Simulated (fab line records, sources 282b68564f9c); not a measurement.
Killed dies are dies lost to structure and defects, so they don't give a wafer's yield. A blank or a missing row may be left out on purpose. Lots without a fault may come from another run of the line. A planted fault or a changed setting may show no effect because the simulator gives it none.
fab line records | flow rit_cmos
record lots=6 wafers=18 last_day=7
route steps=202 shown PSD@150 SDANNEAL@153 NSD@158 PLDD@159 NLDD@160 SILICIDE@161 M1@202
lots that met no fault: from a run of the same line without faults
start_h: hours from the record's first day to the start of the lot's first wafer shown | wait_h: hours since the lot's step before | " the same as in the row above | L1.1+2: a row that stands for several wafers | - no value, or no start given | * or withheld: withheld | < > ~ a bound
route shown NAME@n: a module of which the file shows steps, and the number in the route of the first | usual: mean/standard deviation of fault-free wafers | same: alike in all rows | chamber/n: place in a boat | sites: the reading at each site | _std_site: their standard deviation | _edge_site: outer sites' mean less inner sites' | radius_mm: how far each site lies from the wafer's centre | mask NAME#n: copy n | behind: the tool/chamber that last shaped the wafer | hold: why the lot was held/for how many hours/how that ended | device: the transistor (n, p or np) that didn't switch | end of line: the same wafers' tests at the end of the route | a step without rows: its recipe alone | killed: dies lost to structure and defects at the first sort, not the wafer's yield | map: a wafer's dies, x killed, . not, _ none there
set.NAME: the setting as run; set.NAME@STEP: as run at that earlier step | model.NAME: the simulator's own value behind a step, which no gauge read
lots at some steps of the route; a table a step, a row a wafer
services: from which hour (start_h, from the record's first day; less than 0 if before it) a tool's chamber was out of use, for how many hours, and why
## steps
# step RIT_PSD_IMPLANT_08
# recipe species=BF2 energy_kev=27 dose_cm2=5e+15 tilt_deg=7
# step RIT_PSD_STRIP_09
# recipe chemistry=O2 time_s=180 resist=NOVOLAK platen_temp_c=withheld power_w=500 pressure_mtorr=4000 o2_flow_sccm=4000
# usual drypump_motor_current_A=5.70/0.26 o2_flow_sccm=4001/11
# same time_s=180
# columns lot.wafer tool chamber start_h wait_h drypump_motor_current_A o2_flow_sccm rf_hours_counter_h
L802.1 plasma_asher-02 1 56.68 0.1 5.28 4003 42
L802.3 " 1 " " 5.26 4021 -
L802.5 " 1 " " 5.26 3991 -
L804.1 plasma_asher-01 0 66.50 0.1 5.63 4016 24
L804.4 " 1 " " 5.68 3994 -
L804.5 " 1 " " 5.70 3998 -
L810.3 plasma_asher-01 0 99.11 0.1 5.64 3985 -
L810.5 " 0 " " 5.62 3982 -
L810.6 " 1 " " 5.67 4019 -
L812.2 plasma_asher-01 0 114.58 0.1 5.63 3999 30
L812.3 " 0 " " 5.63 3994 -
L812.6 " 1 " " 5.65 3973 -
L818.1 plasma_asher-03 0 149.13 0.1 6.02 4005 51
L818.2 " 1 " " 5.68 3985 51
L818.5 " 0 " " 6.00 3981 -
L820.1 plasma_asher-01 1 150.75 0.1 5.69 4007 33
L820.2 " 0 " " 5.62 3995 33
L820.4 " 0 " " 5.63 4000 -
# step RIT_PSD_TW_MEAS_10
# usual PSD_TW=3417/31
# columns lot.wafer tool chamber start_h wait_h PSD_TW
L802.1 film_metro-01 - 56.86 0.1 3408
L802.3 " - " " 3408
L802.5 " - " " 3397
L804.1 film_metro-02 - 66.67 0.1 3356
L804.4 " - " " 3376
L804.5 " - " " 3362
L810.3 film_metro-03 - 99.25 0.1 3461
L810.5 " - " " 3476
L810.6 " - " " 3438
L812.2 film_metro-01 - 114.76 0.1 3395
L812.3 " - " " 3421
L812.6 " - " " 3392
L818.1 film_metro-01 - 149.31 0.1 3386
L818.2 " - " " 3388
L818.5 " - " " 3389
L820.1 film_metro-03 - 150.93 0.1 3402
L820.2 " - " " 3433
L820.4 " - " " 3434
# step RIT_SDANNEAL_CLEAN_00
# recipe chemistry=SC1 mix=3:3:50 time_s=600 temp_c=75
# step RIT_SDANNEAL_CLEAN_01
# recipe chemistry=dHF dilution=50:1 time_s=30
# step RIT_SDANNEAL_CLEAN_02
# recipe chemistry=SC2 mix=3:3:50 time_s=600 temp_c=75 dry=n2_spin
# step RIT_SDANNEAL_RTA_03
# recipe temp_c=1050 time_s=5 idle_temp_c=600 ramp_up_c_per_s=342 ramp_down_c_per_s=171 cool_to_c=600 ambient=N2
# usual wafer_temp_C_max=1053.5/1.1
# same time_s=5
# columns lot.wafer tool chamber start_h wait_h wafer_temp_C_max
L802.1 rtp_anneal-02 0 57.28 0.0 1052.9
L802.3 " 0 " " 1053.9
L802.5 " 0 " " 1053.7
L804.1 rtp_anneal-02 0 67.10 0.0 1052.5
L804.4 " 0 " " 1053.4
L804.5 " 0 " " 1053.3
L810.3 rtp_anneal-02 0 99.68 0.0 1051.5
L810.5 " 0 " " 1054.7
L810.6 " 0 " " 1052.9
L812.2 rtp_anneal-02 0 115.19 0.0 1052.4
L812.3 " 0 " " 1052.5
L812.6 " 0 " " 1051.7
L818.1 rtp_anneal-01 0 149.75 0.0 1051.8
L818.2 " 0 " " 1054.5
L818.5 " 0 " " 1053.1
L820.1 rtp_anneal-02 0 151.38 0.0 1053.5
L820.2 " 0 " " 1054.0
L820.4 " 0 " " 1052.9
# step RIT_SDANNEAL_RS_MEAS_04
# recipe thk_meas_gauge=four-point-probe
# usual PSD_RS=115.90/0.29
# columns lot.wafer tool chamber start_h wait_h PSD_RS[ohm/sq]
L802.1 film_metro-03 - 57.34 0.0 115.48
L802.3 " - " " 115.53
L802.5 " - " " 115.53
L804.1 film_metro-03 - 67.16 0.0 115.49
L804.4 " - " " 115.45
L804.5 " - " " 115.26
L810.3 film_metro-02 - 99.76 0.1 115.79
L810.5 " - " " 115.70
L810.6 " - " " 115.87
L812.2 film_metro-03 - 115.26 0.1 115.62
L812.3 " - " " 115.83
L812.6 " - " " 115.61
L818.1 film_metro-01 - 149.81 0.0 116.13
L818.2 " - " " 116.34
L818.5 " - " " 116.40
L820.1 film_metro-03 - 151.44 0.0 115.82
L820.2 " - " " 115.87
L820.4 " - " " 115.39
# step RIT_SDANNEAL_RS_MEAS_05
# recipe thk_meas_gauge=four-point-probe
# usual NSD_RS=84.50/0.28
# columns lot.wafer tool chamber start_h wait_h NSD_RS[ohm/sq]
L802.1 film_metro-03 - 57.46 0.1 84.80
L802.3 " - " " 84.57
L802.5 " - " " 84.36
L804.1 film_metro-03 - 67.28 0.1 84.01
L804.4 " - " " 83.99
L804.5 " - " " 84.07
L810.3 film_metro-02 - 99.88 0.1 84.50
L810.5 " - " " 84.71
L810.6 " - " " 84.80
L812.2 film_metro-03 - 115.38 0.1 84.35
L812.3 " - " " 84.63
L812.6 " - " " 84.59
L818.1 film_metro-01 - 149.93 0.1 84.50
L818.2 " - " " 84.90
L818.5 " - " " 84.46
L820.1 film_metro-03 - 151.56 0.1 84.29
L820.2 " - " " 84.50
L820.4 " - " " 84.15
# step RIT_SDANNEAL_RS_MEAS_06
# recipe thk_meas_gauge=four-point-probe
# usual PLDD_RS=178.6/0.5
# columns lot.wafer tool chamber start_h wait_h PLDD_RS[ohm/sq]
L802.1 film_metro-03 - 57.58 0.1 178.5
L802.3 " - " " 178.9
L802.5 " - " " 178.4
L804.1 film_metro-03 - 67.40 0.1 178.4
L804.4 " - " " 178.3
L804.5 " - " " 177.9
L810.3 film_metro-02 - 100.00 0.1 178.2
L810.5 " - " " 178.0
L810.6 " - " " 177.9
L812.2 film_metro-03 - 115.50 0.1 178.9
L812.3 " - " " 178.8
L812.6 " - " " 179.1
L818.1 film_metro-01 - 150.05 0.1 178.8
L818.2 " - " " 179.5
L818.5 " - " " 179.1
L820.1 film_metro-03 - 151.68 0.1 178.2
L820.2 " - " " 177.8
L820.4 " - " " 177.8
# step RIT_SDANNEAL_RS_MEAS_07
# recipe thk_meas_gauge=four-point-probe
# usual NLDD_RS=151.6/0.48
# columns lot.wafer tool chamber start_h wait_h NLDD_RS[ohm/sq]
L802.1 film_metro-03 - 57.70 0.1 151.1
L802.3 " - " " 151.3
L802.5 " - " " 150.9
L804.1 film_metro-03 - 67.52 0.1 151.5
L804.4 " - " " 152.1
L804.5 " - " " 151.6
L810.3 film_metro-02 - 100.12 0.1 151.9
L810.5 " - " " 151.9
L810.6 " - " " 152.3
L812.2 film_metro-03 - 115.62 0.1 151.5
L812.3 " - " " 151.0
L812.6 " - " " 151.1
L818.1 film_metro-01 - 150.17 0.1 151.2
L818.2 " - " " 150.6
L818.5 " - " " 151.9
L820.1 film_metro-03 - 151.80 0.1 151.6
L820.2 " - " " 150.9
L820.4 " - " " 151.6
# step RIT_SILICIDE_WET_ETCH_00
# recipe chemistry=BOE target=SiO2 target_depth_nm=14 time_s=15 dry=n2_spin dilution=10:1 temp_c=21.5
# step RIT_SILICIDE_SPUTTER_01
# recipe material=Ti target_thk_nm=30 power_w=350 chamber_pressure_pa=0.667 gas=Ar time_s=240 substrate_temp_c=25
# usual chamber_pressure_pa=0.6670/0.0014 throttle_valve_pct=29.9/1.4
# columns lot.wafer tool chamber start_h wait_h chamber_pressure_pa throttle_valve_pct model.Ti_of_SILICIDE_SPUTTER_01.thk_nm
L802.1 pvd_sputter-02 - 57.84 0.0 0.6663 27.3 30.63
L802.3 " - " " 0.6648 31.0 29.68
L802.5 " - " " 0.6681 31.0 30.18
L804.1 pvd_sputter-02 - 67.65 0.0 0.6674 27.4 29.85
L804.4 " - " " 0.6675 31.3 29.9
L804.5 " - " " 0.6673 31.4 30.08
L810.3 pvd_sputter-02 - 100.21 0.0 0.6677 27.4 11.63
L810.5 " - " " 0.6672 27.2 11.31
L810.6 " - " " 0.6672 31.6 11.65
L812.2 pvd_sputter-02 - 115.73 0.0 0.6674 27.1 11.35
L812.3 " - " " 0.6650 31.2 10.82
L812.6 " - " " 0.6664 27.3 11.26
L818.1 pvd_sputter-01 - 150.30 0.0 0.6688 29.0 30.18
L818.2 " - " " 0.6661 31.3 29.81
L818.5 " - " " 0.6643 29.1 30.18
L820.1 pvd_sputter-03 - 151.94 0.0 0.6649 30.3 30.65
L820.2 " - " " 0.6690 29.3 30.25
L820.4 " - " " 0.6665 29.5 30.25
# step RIT_SILICIDE_RS_MEAS_02
# recipe thk_meas_gauge=four-point-probe reads=Ti_of_SILICIDE_SPUTTER_01
# usual SILICIDE_TI_RS=47.9/0.58
# columns lot.wafer tool chamber start_h wait_h SILICIDE_TI_RS[ohm/sq]
L802.1 film_metro-02 - 57.99 0.1 46.7
L802.3 " - " " 48.5
L802.5 " - " " 47.6
L804.1 film_metro-01 - 67.80 0.1 48.2
L804.4 " - " " 48.1
L804.5 " - " " 47.6
L810.3 film_metro-04 - 100.40 0.1 163.0
L810.5 " - " " 168.9
L810.6 " - " " 162.3
L812.2 film_metro-04 - 115.90 0.1 168.3
L812.3 " - " " 179.6
L812.6 " - " " 169.9
L818.1 film_metro-01 - 150.45 0.1 47.4
L818.2 " - " " 48.3
L818.5 " - " " 47.5
L820.1 film_metro-04 - 152.09 0.1 46.5
L820.2 " - " " 47.4
L820.4 " - " " 47.3
# step RIT_SILICIDE_THK_MEAS_03
# recipe thk_meas_gauge=xrf reads=Ti_of_SILICIDE_SPUTTER_01
# usual SILICIDE_TI_THK=30.6/0.33
# columns lot.wafer tool chamber start_h wait_h SILICIDE_TI_THK[nm]
L802.1 film_metro-02 - 58.11 0.1 31.1
L802.3 " - " " 30.1
L802.5 " - " " 30.7
L804.1 film_metro-01 - 67.92 0.1 30.4
L804.4 " - " " 30.6
L804.5 " - " " 30.7
L810.3 film_metro-04 - 100.50 0.1 11.9
L810.5 " - " " 11.5
L810.6 " - " " 12.0
L812.2 film_metro-04 - 116.01 0.1 11.6
L812.3 " - " " 11.1
L812.6 " - " " 11.5
L818.1 film_metro-01 - 150.57 0.1 30.8
L818.2 " - " " 30.4
L818.5 " - " " 30.8
L820.1 film_metro-04 - 152.21 0.1 31.4
L820.2 " - " " 31.1
L820.4 " - " " 31.0
# step RIT_SILICIDE_RTA_04
# recipe temp_c=650 time_s=10 idle_temp_c=25 ramp_up_s=5 ramp_down_s=5 cool_to_c=25 ambient=N2
# usual wafer_temp_C_max=654.1/1.2
# same time_s=10
# columns lot.wafer tool chamber start_h wait_h wafer_temp_C_max
L802.1 rtp_anneal-01 0 58.17 0.1 654.0
L802.3 " 0 " " 652.6
L802.5 " 0 " " 652.7
L804.1 rtp_anneal-01 0 67.98 0.1 652.7
L804.4 " 0 " " 652.2
L804.5 " 0 " " 652.7
L810.3 rtp_anneal-01 0 100.56 0.1 654.2
L810.5 " 0 " " 652.7
L810.6 " 0 " " 655.1
L812.2 rtp_anneal-01 0 116.07 0.1 653.7
L812.3 " 0 " " 653.8
L812.6 " 0 " " 653.4
L818.1 rtp_anneal-02 0 150.63 0.1 655.8
L818.2 " 0 " " 656.8
L818.5 " 0 " " 654.3
L820.1 rtp_anneal-01 0 152.27 0.1 653.5
L820.2 " 0 " " 652.8
L820.4 " 0 " " 652.9
# step RIT_M1_PROBE_99
# usual killed_at_front_end=7/3.1 killed_dies=7/3.1 killed_open=3.3/2 killed_short=3.6/1.9
# same gross_dies=264 killed_at_M0_to_M3=0 killed_at_M4_up=0 killed_at_back_side=0 killed_at_contacts=0 killed_at_other=0
# columns lot.wafer tool chamber start_h wait_h killed_at_front_end killed_dies killed_open killed_short model.etest.npoly_line.line_ohm_um model.etest.ppoly_line.line_ohm_um model.etest.npoly_line.rs_ohm_sq model.etest.ppoly_line.rs_ohm_sq model.etest.ppoly_line.width_nm model.etest.npoly_line.width_nm model.etest.contact_pplus.end_ohm_um model.etest.npoly_sal.rs_ohm_sq
L802.1 prober-01 - 64.58 0.1 4 4 3 1 168.8 163 16.78 16.13 100.7 100 46.91 4.297
L802.3 prober-01 - 64.68 0.2 5 5 1 4 172.6 168.7 17.23 16.57 100 99.48 44.75 4.384
L802.5 prober-01 - 64.78 0.2 5 5 3 2 170.2 166.2 16.94 16.48 100.1 99.11 45.91 4.31
L804.1 prober-01 - 74.41 0.1 7 7 2 5 163.9 156.2 16.98 16.35 104.7 104.5 43.79 4.317
L804.4 prober-01 - 74.56 0.2 3 3 1 2 167.4 160.5 17.11 16.59 103.2 102.4 44.96 4.35
L804.5 prober-01 - 74.61 0.2 5 5 2 3 164.7 157.3 17 16.4 105.1 104.4 44.86 4.321
L810.3 prober-01 - 108.09 0.2 3 3 1 2 341.5 317.7 40.97 37.33 119.2 118.4 30.9 11.78
L810.5 prober-01 - 108.19 0.2 3 3 1 2 362.3 320.8 42.16 38.33 117.7 117.4 30.98 12.27
L810.6 prober-01 - 108.24 0.2 5 5 2 3 352.2 316.7 40.78 37.72 118 116.8 31.02 11.84
L812.2 prober-01 - 122.77 0.1 0 0 0 0 359.3 332.4 41.97 38.83 116.7 115.6 30.84 12.16
L812.3 prober-01 - 122.82 0.2 11 11 8 3 388.5 347.9 44.93 40.62 116.2 115.6 30.55 12.91
L812.6 prober-01 - 122.97 0.2 4 4 4 0 372.2 345.3 42.79 39.66 115.4 115.2 30.61 12.36
L818.1 prober-02 - 157.24 0.1 6 6 1 5 174 170.7 17.03 16.56 97.25 97.36 44.47 4.346
L818.2 prober-02 - 157.29 0.1 7 7 2 5 171.1 163.3 17.01 16.54 101 100.9 45.2 4.363
L818.5 prober-02 - 157.44 0.2 5 5 3 2 168.1 160.3 16.97 16.39 101.5 100.6 44.96 4.364
L820.1 prober-01 - 158.88 0.1 19 19 11 8 169.8 160.9 16.75 16.3 99.39 98.75 45.49 4.259
L820.2 prober-01 - 158.93 0.1 10 10 4 6 165.4 160.3 17.01 16.13 101.8 101 45.5 4.287
L820.4 prober-01 - 159.03 0.2 12 12 7 5 172.2 162.5 16.89 16.48 99.55 98.47 44.29 4.306
# killed by level:class
L802.1 SILICIDE:geometric_particle:open=2 FOX1:geometric_particle:short=1 GATE:geometric_particle:open=1
L802.3 GATE:geometric_particle:short=3 FOX2:geometric_particle:short=1 SILICIDE:geometric_particle:open=1
L802.5 REOX:geometric_particle:open=2 FOX1:geometric_particle:open=1 REOX:geometric_particle:short=1 SPACER:geometric_particle:short=1
L804.1 FOX1:geometric_particle:short=2 GATE:geometric_particle:short=2 FOX1:geometric_particle:open=1 REOX:geometric_particle:open=1 SPACER:geometric_particle:short=1
L804.4 FOX1:geometric_particle:short=1 GATE:geometric_particle:short=1 GATE:geometric_particle:open=1
L804.5 SILICIDE:geometric_particle:short=2 FOX1:geometric_particle:open=1 REOX:geometric_particle:short=1 SILICIDE:geometric_particle:open=1
L810.3 GATE:geometric_particle:short=1 SPACER:geometric_particle:short=1 SPACER:geometric_particle:open=1
L810.5 REOX:geometric_particle:short=1 SPACER:geometric_particle:short=1 SPACER:geometric_particle:open=1
L810.6 REOX:geometric_particle:short=2 FOX1:geometric_particle:open=1 FOX2:geometric_particle:open=1 SPACER:geometric_particle:short=1
L812.2
L812.3 REOX:geometric_particle:open=3 GATE:geometric_particle:open=2 SILICIDE:geometric_particle:open=2 SILICIDE:geometric_particle:short=2 FOX1:geometric_particle:open=1 GATE:geometric_particle:short=1
L812.6 SILICIDE:geometric_particle:open=2 FOX1:geometric_particle:open=1 REOX:geometric_particle:open=1
L818.1 GATE:geometric_particle:short=3 FOX1:geometric_particle:short=2 GATE:geometric_particle:open=1
L818.2 GATE:geometric_particle:short=2 FOX1:geometric_particle:open=1 FOX2:geometric_particle:short=1 GATE:geometric_particle:open=1 REOX:geometric_particle:short=1 SPACER:geometric_particle:short=1
L818.5 FOX1:geometric_particle:short=2 REOX:geometric_particle:open=2 FOX2:geometric_particle:open=1
L820.1 GATE:geometric_particle:open=4 REOX:geometric_particle:open=3 REOX:geometric_particle:short=2 SPACER:geometric_particle:short=2 SILICIDE:geometric_particle:short=2 SILICIDE:geometric_particle:open=2 FOX1:geometric_particle:short=1 FOX1:geometric_particle:open=1
L820.2 GATE:geometric_particle:short=3 FOX1:geometric_particle:short=2 FOX1:geometric_particle:open=2 FOX2:geometric_particle:short=1 FOX2:geometric_particle:open=1 REOX:geometric_particle:open=1
L820.4 GATE:geometric_particle:open=4 GATE:geometric_particle:short=3 SPACER:geometric_particle:open=2 REOX:geometric_particle:open=1 REOX:geometric_particle:short=1 SILICIDE:geometric_particle:short=1
## services
# columns tool chamber start_h hours kind
pvd_sputter-03 - 40.48 22.1 repair
plasma_asher-01 - 50.84 2.4 repair
pvd_sputter-02 - 70.61 3.0 repair
plasma_asher-03 - 92.75 3.4 repair
plasma_asher-01 - 102.78 0.8 repair
plasma_asher-02 - 108.75 9.0 pm
plasma_asher-02 0 108.75 9.0 vent_cycle
plasma_asher-02 1 108.75 9.0 vent_cycle
plasma_asher-02 0 117.75 - clean
plasma_asher-02 1 117.75 - clean
pvd_sputter-01 - 132.71 15.2 repair
plasma_asher-03 - 150.50 1.7 repair
## key
first_sign step=RIT_SILICIDE_RS_MEAS_02 reading=SILICIDE_TI_RS direction=up sigmas=99+ usual=47.9 struck=168.7
effect step=RIT_SILICIDE_THK_MEAS_03 reading=SILICIDE_TI_THK direction=down sigmas=57 usual=30.6 struck=11.6
model_effect step=RIT_SILICIDE_SPUTTER_01 value=Ti_of_SILICIDE_SPUTTER_01.thk_nm without=29.96 struck=11.34
model_effect step=RIT_M1_PROBE_99 value=etest.npoly_line.line_ohm_um without=170.6 struck=362.7
met_at RIT_SILICIDE_SPUTTER_01
struck_wafers L810.3,L810.5,L810.6,L812.2,L812.3,L812.6
tester_left_out L810,L812
onset_between 67.65 100.21
fault kind=process_parameter_drift tool=pvd_sputter-02 chamber=- onset_h=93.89 steps=RIT_SILICIDE_SPUTTER_01 channel=target_thk_nm offset=-18.62 shape=step end_h=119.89 stated=30
# tester_left_out: of these lots the tester's yield and bins aren't shown, on N5 and GAA mostly nor the transistor test; their killed dies are dies lost to structure and defects alone, not to doping, threshold or leakage, so they don't give the yield
